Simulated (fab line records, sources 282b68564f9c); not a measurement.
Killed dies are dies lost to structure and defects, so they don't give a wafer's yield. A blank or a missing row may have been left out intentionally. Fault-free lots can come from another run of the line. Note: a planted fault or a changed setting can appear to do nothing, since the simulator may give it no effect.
A lot that was struck, set against a sound lot	flow rit-cmos	18 out of 202 route steps
Sound: wafers L604.3, L604.5, L604.6. The struck wafers were L611.3, L611.4, L611.6. The cause is given at the end.
For every step that has rows: the tool of each side, followed by ch and its chambers, followed by its first start. Under that, the readings that differ: sound wafers	struck wafers	difference of the means	sigmas: that difference in standard deviations of wafers without a fault.
alike: words and numbers the same on both sides, and readings whose means are apart by under 2 such deviations; not compared: readings that were withheld, readings missing a value for some wafer, numbers with overlapping values and no deviation given by the record, and bounds like >300 which may hide the same value.
Wherever a step has rows on one side only, a row that says differs or no value, or a row with sigmas, the two part there. Numbers that have no deviation but don't overlap get no sigmas and don't part them. A reading missing from all wafers of one side parts the sides only when that side holds two or more wafers.

first, 4 steps without rows for these wafers: RIT_NSD_SOFTBAKE_02 (time 60 s); RIT_NSD_EXPOSE_03 (exposes mask M9, target cd 40700 nm); RIT_NSD_PEB_04; RIT_NSD_DEVELOP_05 (develop time 50 s).
RIT_NSD_OVL_MEAS_06:
  struck on overlay-02, day 4 20:42; sound on overlay-01, day 3 07:04
  alike: NSD_OVL
then, 2 steps without rows for these wafers: RIT_NSD_HARDBAKE_07 (time 60 s); RIT_NSD_IMPLANT_08.
RIT_NSD_STRIP_09: strips in O2, time 180 s.
  sound on plasma-asher-03 ch 0,1, day 3 07:41; struck on plasma-asher-04 ch 0,1, day 4 21:05
  alike: drypump-motor-current-A
  not compared: rf-hours-counter-h
RIT_NSD_TW_MEAS_10:
  struck on film-metro-04, day 4 21:13; sound on film-metro-02, day 3 07:50
  alike: NSD_TW
then, 3 steps without rows for these wafers: RIT_PSD_HMDS_00 (prime time 60 s); RIT_PSD_COAT_01 (resist thk 1000 nm); RIT_PSD_SOFTBAKE_02 (time 60 s).
RIT_PSD_EXPOSE_03: exposes mask M10, target cd 40900 nm.
  sound on iline-stepper-02 ch 0, day 3 08:29; struck on iline-stepper-02 ch 0, day 4 21:49
reading	sound	struck	difference	sigmas
model.PSD.overlay-x-nm (nm)	0.1856 0.1856 0.1856	-150.4 -150.4 -150.4	-150.6	
  alike: mask
then, 2 steps without rows for these wafers: RIT_PSD_PEB_04; RIT_PSD_DEVELOP_05 (develop time 50 s).
RIT_PSD_OVL_MEAS_06:
  struck on overlay-01, day 4 22:17; sound on overlay-02, day 3 08:51
reading	sound	struck	difference	sigmas
PSD_OVL (nm)	1.2 -1.3 0.9	-151.1 -151.1 -149.6	-150.9	-99 or more
then, 1 step without rows for these wafers: RIT_PSD_HARDBAKE_07 (time 60 s).
RIT_M1_PROBE_99:
  struck on prober-01, day 5 07:04; sound on prober-01, day 3 17:16
reading	sound	struck	difference	sigmas
killed-at-front-end	14 8 10	2 7 1	-7	-3
killed-dies	15 8 11	2 8 1	-8	-3
killed-open	11 6 6	2 4 0	-6	-3
model.etest.select-edge-diode-p.leak-log10-a (angstrom)	-10.52 -10.51 -10.33	-9.803 -9.56 -9.75	+0.749	
  alike: killed-at-contacts, killed-short

WHERE THEY PART
Earliest at RIT_PSD_OVL_MEAS_06; latest, in this record, at RIT_M1_PROBE_99.

WHY: whatever the simulator had introduced
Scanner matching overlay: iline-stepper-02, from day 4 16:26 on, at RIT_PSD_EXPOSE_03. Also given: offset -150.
